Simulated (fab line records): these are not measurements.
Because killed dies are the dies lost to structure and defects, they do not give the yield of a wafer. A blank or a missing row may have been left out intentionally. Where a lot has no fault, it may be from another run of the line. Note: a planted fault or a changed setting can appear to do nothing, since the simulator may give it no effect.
Which tool did it? :: flow ritCmos :: Sampling: 14 lots, 42 wafers, 4 of 202 route steps

## WHAT THE GAUGES SHOWED, per wafer
RIT_NWELL_OVL_MEAS_06.
lot: L376
measured: day 2 08:06
on: overlay-02
NWELL_OVL (nm): 0.1 0.3 0.3

lot: L375
measured: day 2 08:21
on: overlay-01
NWELL_OVL (nm): 0.9 -2.0 -1.9

lot: L377
measured: day 2 18:30
on: overlay-02
NWELL_OVL (nm): 0.4 -0.8 -0.2

lot: L378
measured: day 2 22:58
on: overlay-01
NWELL_OVL (nm): 0.9 0.6 1.9

lot: L379
measured: day 3 05:35
on: overlay-01
NWELL_OVL (nm): 0.7 1.7 2.0

lot: L380
measured: day 3 12:16
on: overlay-01
NWELL_OVL (nm): 2.3 2.0 2.9

lot: L381
measured: day 3 15:55
on: overlay-01
NWELL_OVL (nm): 1.5 -0.3 -0.7

lot: L383
measured: day 3 21:16
on: overlay-02
NWELL_OVL (nm): -0.3 -2.0 -2.5

lot: L386
measured: day 4 11:27
on: overlay-02
NWELL_OVL (nm): 1.0 2.1 0.2

lot: L389
measured: day 5 00:29
on: overlay-02
NWELL_OVL (nm): 0.9 0.6 -0.8

lot: L392
measured: day 5 15:29
on: overlay-01
NWELL_OVL (nm): 1.1 1.4 -0.6

lot: L395
measured: day 6 07:54
on: overlay-02
NWELL_OVL (nm): 0.5 1.7 1.2

lot: L396
measured: day 6 12:07
on: overlay-02
NWELL_OVL (nm): 1.7 1.3 0.0

lot: L397
measured: day 6 18:01
on: overlay-02
NWELL_OVL (nm): 0.3 1.4 -0.7

RIT_NLDD_OVL_MEAS_06.
lot: L376
measured: day 3 15:22
on: overlay-01
NLDD_OVL (nm): 0.7 2.7 1.6

lot: L375
measured: day 3 15:43
on: overlay-01
NLDD_OVL (nm): 2.8 0.1 0.8

lot: L377
measured: day 3 21:12
on: overlay-01
NLDD_OVL (nm): 2.5 1.1 2.7

lot: L378
measured: day 3 23:50
on: overlay-02
NLDD_OVL (nm): 3.5 3.2 1.3

lot: L379
measured: day 4 08:31
on: overlay-01
NLDD_OVL (nm): 2.0 2.5 1.4

lot: L380
measured: day 4 10:57
on: overlay-02
NLDD_OVL (nm): 3.3 1.2 3.5

lot: L381
measured: day 4 15:25
on: overlay-01
NLDD_OVL (nm): 2.6 4.0 4.6

lot: L383
measured: day 4 20:31
on: overlay-02
NLDD_OVL (nm): 2.0 2.4 0.6

lot: L386
measured: day 5 09:31
on: overlay-01
NLDD_OVL (nm): 1.5 0.2 0.3

lot: L389
measured: day 5 21:59
on: overlay-02
NLDD_OVL (nm): 1.6 2.9 1.0

lot: L392
measured: day 6 13:08
on: overlay-02
NLDD_OVL (nm): 0.9 1.0 -0.3

lot: L395
measured: day 7 07:34
on: overlay-01
NLDD_OVL (nm): 1.9 1.9 2.9

lot: L396
measured: day 7 12:12
on: overlay-02
NLDD_OVL (nm): 1.3 2.9 0.0

lot: L397
measured: day 7 16:35
on: overlay-02
NLDD_OVL (nm): 0.3 0.3 0.8

RIT_SPACER_THK_MEAS_04.
lot: L376
measured: day 3 20:08
on: filmMetro-03
SPACER_NITRIDE_THK (nm): 252.5 250.4 254.0

lot: L375
measured: day 3 20:24
on: filmMetro-03
SPACER_NITRIDE_THK (nm): 248.8 247.4 248.9

lot: L377
measured: day 4 02:11
on: filmMetro-03
SPACER_NITRIDE_THK (nm): 248.9 249.1 249.3

lot: L378
measured: day 4 05:40
on: filmMetro-03
SPACER_NITRIDE_THK (nm): 252.2 251.4 250.5

lot: L379
measured: day 4 12:49
on: filmMetro-04
SPACER_NITRIDE_THK (nm): 325.1 323.1 324.4

lot: L380
measured: day 4 15:14
on: filmMetro-04
SPACER_NITRIDE_THK (nm): 254.3 252.4 253.1

lot: L381
measured: day 4 19:43
on: filmMetro-02
SPACER_NITRIDE_THK (nm): 248.7 250.2 252.3

lot: L383
measured: day 5 01:47
on: filmMetro-03
SPACER_NITRIDE_THK (nm): 325.6 325.1 322.2

lot: L386
measured: day 5 14:01
on: filmMetro-02
SPACER_NITRIDE_THK (nm): 250.4 249.4 252.3

lot: L389
measured: day 6 02:40
on: filmMetro-02
SPACER_NITRIDE_THK (nm): 247.5 250.1 248.5

lot: L392
measured: day 6 17:32
on: filmMetro-04
SPACER_NITRIDE_THK (nm): 252.0 249.3 249.8

lot: L395
measured: day 7 11:59
on: filmMetro-04
SPACER_NITRIDE_THK (nm): 250.0 248.5 248.1

lot: L396
measured: day 7 17:29
on: filmMetro-02
SPACER_NITRIDE_THK (nm): 249.4 250.5 249.4

lot: L397
measured: day 7 20:59
on: filmMetro-02
SPACER_NITRIDE_THK (nm): 249.0 249.6 249.5

## WHICH TOOL RAN EACH LOT (tool, then ch and the chambers of the sampled wafers, then the start)
lot: L376
RIT_SPACER_CVD_03: lpcvd-02 ch 1, day 3 18:13

lot: L375
RIT_SPACER_CVD_03: lpcvd-01 ch 1, day 3 18:28

lot: L377
RIT_SPACER_CVD_03: lpcvd-01 ch 1, day 4 00:16

lot: L378
RIT_SPACER_CVD_03: lpcvd-01 ch 1, day 4 02:47

lot: L379
RIT_SPACER_CVD_03: lpcvd-01 ch 0, day 4 10:52

lot: L380
RIT_SPACER_CVD_03: lpcvd-02 ch 0, day 4 13:19

lot: L381
RIT_SPACER_CVD_03: lpcvd-02 ch 1, day 4 17:46

lot: L383
RIT_SPACER_CVD_03: lpcvd-01 ch 0, day 4 23:52

lot: L386
RIT_SPACER_CVD_03: lpcvd-02 ch 1, day 5 12:05

lot: L389
RIT_SPACER_CVD_03: lpcvd-02 ch 0, day 6 00:44

lot: L392
RIT_SPACER_CVD_03: lpcvd-02 ch 0, day 6 15:36

lot: L395
RIT_SPACER_CVD_03: lpcvd-01 ch 1, day 7 10:02

lot: L396
RIT_SPACER_CVD_03: lpcvd-02 ch 0, day 7 14:35

lot: L397
RIT_SPACER_CVD_03: lpcvd-01 ch 0, day 7 19:04
- RIT_SPACER_CVD_03: deposits Si3N4 from SiH2Cl2/NH3, target thk 250 nm, time 3300 s.

## WHAT THE TOOLS THEMSELVES READ (means of the sampled wafers that have a number; where no wafer has one, the mark that the record gives instead)
RIT_SPACER_CVD_03.
lot: L376
tool: lpcvd-02
spikeTcCentreC (C): 813.2

lot: L375
tool: lpcvd-01
spikeTcCentreC (C): 812.8

lot: L377
tool: lpcvd-01
spikeTcCentreC (C): 813.6

lot: L378
tool: lpcvd-01
spikeTcCentreC (C): 813.4

lot: L379
tool: lpcvd-01
spikeTcCentreC (C): 811.5

lot: L380
tool: lpcvd-02
spikeTcCentreC (C): 813.5

lot: L381
tool: lpcvd-02
spikeTcCentreC (C): 812.7

lot: L383
tool: lpcvd-01
spikeTcCentreC (C): 810.9

lot: L386
tool: lpcvd-02
spikeTcCentreC (C): 813.0

lot: L389
tool: lpcvd-02
spikeTcCentreC (C): 813.5

lot: L392
tool: lpcvd-02
spikeTcCentreC (C): 813.4

lot: L395
tool: lpcvd-01
spikeTcCentreC (C): 813.5

lot: L396
tool: lpcvd-02
spikeTcCentreC (C): 814.1

lot: L397
tool: lpcvd-01
spikeTcCentreC (C): 810.5

## THE ANSWER, worked out from the rows above alone
Rule: the lots themselves supply what counts as usual. The widest of any qualifying gaps counts: lots, ordered by their means at a reading, are off when they make up no more than a third of the lots, leave a main group of 4 or more, and stand apart from it by 3 or more times the standard deviation of that group's means. A main group is skipped when, at the precision printed for the reading in the tables above, its means are all equal. A lot without any number at a reading at which 4 lots or more have one is off too. Where the step has rows for the other lots, those lots are counted as sound. First the gauges in route order, then the tools' own readings, where a lot's mean is used as printed above. At the first step where some lot is off, the reading lying furthest off is the one used; lots without a number count as furthest.
Off: at RIT_SPACER_THK_MEAS_04 (SPACER_NITRIDE_THK), L379, L383. For the main group the mean is 250.2 nm and the standard deviation 1.4.
A tool fits if, at a process step before that reading, it ran every lot that is off, and no sound lot after the first of them. The gauges at RIT_SPACER_THK_MEAS_04 aren't tried: what is off there is off at RIT_SPACER_CVD_03 too, on other tools, and a gauge's error can't cause that. No candidate that was tried fits.

## WHAT THE SIMULATOR HAD PUT IN
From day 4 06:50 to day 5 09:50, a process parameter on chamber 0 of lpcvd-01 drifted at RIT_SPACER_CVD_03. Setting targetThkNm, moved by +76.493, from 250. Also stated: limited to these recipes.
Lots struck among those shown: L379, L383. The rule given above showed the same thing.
